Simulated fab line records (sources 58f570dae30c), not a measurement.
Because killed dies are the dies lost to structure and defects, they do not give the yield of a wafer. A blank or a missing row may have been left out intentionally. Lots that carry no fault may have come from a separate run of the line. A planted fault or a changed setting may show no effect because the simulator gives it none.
8D (eight disciplines) problem report, filled in by code || flow berkeley cmos170 || the parts of the form that need people (team, actions taken, sign-off) are left out

== 1. THE ISSUE ==
oes product au at UCB170_M3_ETCH_17 reads a mean of 1.453 a.u. on 6 wafers of 2 lots; wafers without a fault read 1.014 a.u. with a standard deviation of 0.02. That is +22 standard deviations from the usual mean.
The step: etches BARC in N2/H2.
First seen on wafer L620.2, day 10 01:44, on rie diel-01. The record holds 18 wafers of 6 lots with a number at this step. Rule for "out" (also "out of limits"): further than 4 standard deviations from the usual mean. The rest of the wafers with a number are treated as sound.

== 2. WHAT IT IS, AND WHAT IT ISN'T ==
{"question": "which readings at this step", "is": "oes product au", "is not": "drypump motor current A, rf fwd power W, throttle valve pct"}
{"question": "which lots", "is": "L620, L629", "is not": "L619, L623, L628, L631"}
{"question": "which wafers of those lots", "is": "all that have a number", "is not": "-"}
{"question": "read on which tools", "is": "rie diel-01", "is not": "rie diel-03"}
{"question": "when", "is": "from day 10 01:44", "is not": "up to then (6 sound wafers); but 6 sound wafers of L628, L631 came after"}

== 3. THE SUSPECTS, EACH WITH WHAT RULES IT OUT ==
Counting: a tool at a process step up to the reading stays a suspect if it ran every lot that is out and no sound lot after the first of them.
- rie diel-01 at UCB170_M3_ETCH_17 (etches BARC in N2/H2): kept. It processed each lot that is out, first L620 at day 10 01:44, and no sound lot thereafter; up to then, the last sound lot it processed was L619 at day 9 23:47. Its own readings are out on those wafers: oes product au.
Remaining after the count: rie diel-01 at UCB170_M3_ETCH_17.

== 4. THE CAUSE (what the simulator had put in) ==
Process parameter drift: rie diel-01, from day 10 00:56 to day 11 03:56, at UCB170_M3_ETCH_17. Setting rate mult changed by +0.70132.
This tool alone remained once counting was done.

== 5. THE EFFECT CHAIN, in route order ==
Rows list readings where the struck wafers' mean (over those with a number) sits beyond 3 standard deviations from the usual. Readings are gone through only where the record gives a usual standard deviation; hours: the median, over the lots, of the time from a lot's start at the first step in this table giving one to that lot's start at this step; sigmas: the change measured in usual standard deviations.
{"hours": 0, "step": "UCB170_M3_ETCH_17", "reading": "oes product au", "usual": "1.014 a.u.", "on struck wafers": 1.453, "change": "+0.439", "sigmas": "+22"}
Its process steps:
- UCB170_M3_ETCH_17: etches BARC in N2/H2.

== 6. HOW IT WOULD HAVE BEEN CAUGHT EARLIER ==
In this record the first reading out of limits was taken at day 10 01:44, 1 hour after the fault began at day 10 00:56.
